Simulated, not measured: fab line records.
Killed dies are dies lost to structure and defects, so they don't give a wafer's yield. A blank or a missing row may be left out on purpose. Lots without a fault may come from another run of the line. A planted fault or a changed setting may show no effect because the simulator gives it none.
Split-lot trial | flow rit cmos | 23 wafers read from 5 lots, route of 202 steps

THE SPLIT
At RIT_M1_SPUTTER_00 (material Al, target thk 400 nm, time 500 s), the setting power w was moved away from the recipe's 2000 W on 4 of the 23 wafers read, by -11.7% to -10.3%. This setting was run at the recipe's value on the other wafers.

FROM SPLIT TO READING: 1 step shown by the file between the two
- RIT_M1_RS_MEAS_01: measures by four-point-probe

THE READING
M1_AL_THK, in nm, at RIT_M1_THK_MEAS_02 (measures by xrf). Fault-free wafers of this fab line usually give 400 nm, standard deviation 5.3 nm.

wafer  | tool, chamber at the split | power w as run, W | against the recipe | M1_AL_THK, nm | against lot-mates on the recipe
L074.1 | pvd sputter-04, -          | 2000              | recipe             | 397           | -
L074.2 | pvd sputter-04, -          | 2000              | recipe             | 402           | -
L074.4 | pvd sputter-04, -          | 1794              | -10.3%             | 357           | -42
L074.5 | pvd sputter-04, -          | 2000              | recipe             | 397           | -
L074.6 | pvd sputter-04, -          | 1794              | -10.3%             | 356           | -43
L076.1 | pvd sputter-02, -          | 2000              | recipe             | 406           | -
L076.2 | pvd sputter-02, -          | 2000              | recipe             | 401           | -
L076.3 | pvd sputter-02, -          | 2000              | recipe             | 400           | -
L076.4 | pvd sputter-02, -          | 2000              | recipe             | 409           | -
L076.6 | pvd sputter-02, -          | 2000              | recipe             | 411           | -
L079.1 | pvd sputter-01, -          | 2000              | recipe             | 395           | -
L079.2 | pvd sputter-01, -          | 2000              | recipe             | 408           | -
L079.3 | pvd sputter-01, -          | 2000              | recipe             | 388           | -
L084.1 | pvd sputter-01, -          | 2000              | recipe             | 394           | -
L084.2 | pvd sputter-01, -          | 2000              | recipe             | 407           | -
L084.3 | pvd sputter-01, -          | 2000              | recipe             | 400           | -
L084.4 | pvd sputter-01, -          | 2000              | recipe             | 392           | -
L084.6 | pvd sputter-01, -          | 2000              | recipe             | 400           | -
L085.2 | pvd sputter-02, -          | 2000              | recipe             | 401           | -
L085.3 | pvd sputter-02, -          | 2000              | recipe             | 405           | -
L085.4 | pvd sputter-02, -          | 2000              | recipe             | 398           | -
L085.5 | pvd sputter-02, -          | 1767              | -11.7%             | 357           | -44
L085.6 | pvd sputter-02, -          | 1767              | -11.7%             | 356           | -45

FIT RESULTS
A straight line over all 23 wafers: M1_AL_THK changes by +4 nm for each +1% of power w; r = +0.95; the points scatter about the line by 5.8 nm.
The same after taking each lot's own level away (the mean of its wafers on the recipe; 23 wafers): +3.95 nm for each +1%; r = +0.96; scatter 4.8 nm.
That fit puts the effect of the largest move of power w on the reading at 46 nm.
From 397.0 to 405.4 nm: that is the span of the lots' own levels, equal to 1.6 times the standard deviation above.
The two slopes are in agreement: the lot-to-lot level therefore moves the slope only a little.
Check: for one of the wafers moved furthest among these (-11.7%), held out of the fit, the line's prediction against its lot-mates is -46.8 nm. Against them it came out at -44.3 nm.

THE OTHER SPLITS THESE WAFERS WENT THROUGH
Note: prior to the reading, these wafers also went through further splits. Each is held against what the fit with the lots' levels taken away leaves over:
other split on the same wafers        | wafers away from the commonest value | r with M1_AL_THK (lot level and that fit taken away)
RIT_SPACER_CVD_03 time s              | 10                                   | +0.00
RIT_NSD_COAT_01 spin rpm              | 7                                    | +0.01
RIT_SILICIDE_SPUTTER_01 time s        | 10                                   | -0.04
RIT_CONTACT_CVD_00 time s             | 9                                    | +0.01
RIT_CONTACT_DEVELOP_07 develop time s | 7                                    | +0.04

THE WHOLE CHAIN: every reading that the file lists as answering this split, in the file's order
step               | what it does                               | reading                                                                     | change (the file's fit)               | r (the file's)
RIT_M1_SPUTTER_00  | material Al, target thk 400 nm, time 500 s | Al_of_M1_SPUTTER_00.thk nm (the simulator's own value, which no gauge read) | +3.89 nm for each +1% of the setting  | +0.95
RIT_M1_RS_MEAS_01  | measures by four-point-probe               | M1_AL_RS                                                                    | -0.000808 for each +1% of the setting | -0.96
RIT_M1_THK_MEAS_02 | measures by xrf                            | M1_AL_THK                                                                   | +3.95 for each +1% of the setting     | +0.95

THE FILE'S OWN FIT
M1_AL_THK changes by +3.95 nm for each +1% of power w, r = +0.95.
